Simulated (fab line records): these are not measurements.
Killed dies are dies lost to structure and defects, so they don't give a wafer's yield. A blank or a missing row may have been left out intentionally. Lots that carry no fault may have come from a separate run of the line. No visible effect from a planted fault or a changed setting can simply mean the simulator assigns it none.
A lot that was struck, set against a sound lot + flow berkeley_cmos170 + 18 out of 331 route steps
Sound: wafers L368.3, L368.5, L368.6. The struck wafers were L372.2, L372.3, L372.6. The cause is named last.
Order at every step that has rows: each side's tool, ch and its chambers, its first start. Under that, the readings that differ: sound wafers + struck wafers + difference of the means + sigmas: that difference in standard deviations of wafers without a fault.
alike: a reading whose means differ by less than 2 such deviations, as well as words and numbers matching on both sides. not compared: withheld readings; readings where some wafer has no value; bounds like >300 that might hide an equal value; numbers whose values overlap and for which the record gives no deviation.
Wherever a step has rows on one side only, a row that says differs or no value, or a row with sigmas, the two part there. Numbers that have no deviation but don't overlap get no sigmas and don't part them. A reading that every wafer of one side lacks parts them only if that side has two wafers or more.

UCB170_PVT_STRIP_08: strips in O2.
  sound on plasma_asher-02 ch 0,1, day 6 17:20; struck on plasma_asher-04 ch 0,1, day 7 20:35
  alike: drypump_motor_current_A, o2_flow_sccm, oes_product_au, strip_time_to_endpoint_s
  not compared: rf_hours_counter_h
UCB170_PVT_TW_MEAS_09:
  struck on film_metro-04, day 7 20:42; sound on film_metro-04, day 6 17:25
  alike: PVT_TW
then, 1 step without rows for these wafers: UCB170_GATE_WET_ETCH_00 (etches SiO2 in dHF, time 200 s).
UCB170_FIELD_THK_MEAS_91:
  struck on film_metro-01, day 7 20:52; sound on film_metro-01, day 6 17:34
  alike: FIELD_OXIDE_LEFT_2_THK
then, 1 step without rows for these wafers: UCB170_GATE_OXIDATION_01 (target thk 6.6 nm, ox time 1800 s).
UCB170_GATE_THK_MEAS_02:
  struck on film_metro-04, day 8 01:34; sound on film_metro-02, day 6 19:46
  alike: GATE_OXIDE_THK
then, 2 steps without rows for these wafers: UCB170_GATE_ANNEAL_03 (time 1800 s); UCB170_GATE_CVD_04 (deposits poly-Si from SiH4, time 1440 s, target thk 214 nm).
UCB170_GATE_THK_MEAS_05:
  struck on film_metro-02, day 8 06:01; sound on film_metro-04, day 7 01:21
  alike: GATE_POLY_THK
then, 3 steps without rows for these wafers: UCB170_GATE_COAT_06; UCB170_GATE_COAT_07 (resist thk 900 nm); UCB170_GATE_SOFTBAKE_08 (time 60 s).
UCB170_GATE_EXPOSE_09: exposes mask POLY, target cd 350 nm.
  sound on krf_scanner-02 ch 0, day 7 02:50; struck on krf_scanner-01 ch 0, day 8 06:52
| reading                      | sound             | struck            | difference | sigmas |
|------------------------------|-------------------|-------------------|------------|--------|
| model.GATE.overlay_x_nm (nm) | 1.584 1.584 1.584 | 321.6 321.6 321.6 | +320.0     |        |
  alike: mask, exposure_dose_mJ_cm2
then, 2 steps without rows for these wafers: UCB170_GATE_PEB_10; UCB170_GATE_DEVELOP_11 (develop time 45 s).
UCB170_GATE_CD_MEAS_12: target cd 350 nm.
  struck on cd_sem-01, day 8 07:32; sound on cd_sem-02, day 7 04:05
  alike: cd_nm
UCB170_GATE_OVL_MEAS_13:
  struck on overlay-01, day 8 07:53; sound on overlay-02, day 7 04:11
| reading       | sound   | struck      | difference | sigmas |
|---------------|---------|-------------|------------|--------|
| GATE_OVL (nm) | -4 -3 2 | 325 322 312 | +321       | +68    |
  not compared: hold
UCB170_M3_PROBE_99:
  rows exist in the record for the sound wafers here (prober-02, day 8 22:22), none for the struck ones

## WHERE THEY PART
Last at UCB170_M3_PROBE_99 as far as this record goes, first at UCB170_GATE_OVL_MEAS_13.

WHY: the cause the simulator had injected
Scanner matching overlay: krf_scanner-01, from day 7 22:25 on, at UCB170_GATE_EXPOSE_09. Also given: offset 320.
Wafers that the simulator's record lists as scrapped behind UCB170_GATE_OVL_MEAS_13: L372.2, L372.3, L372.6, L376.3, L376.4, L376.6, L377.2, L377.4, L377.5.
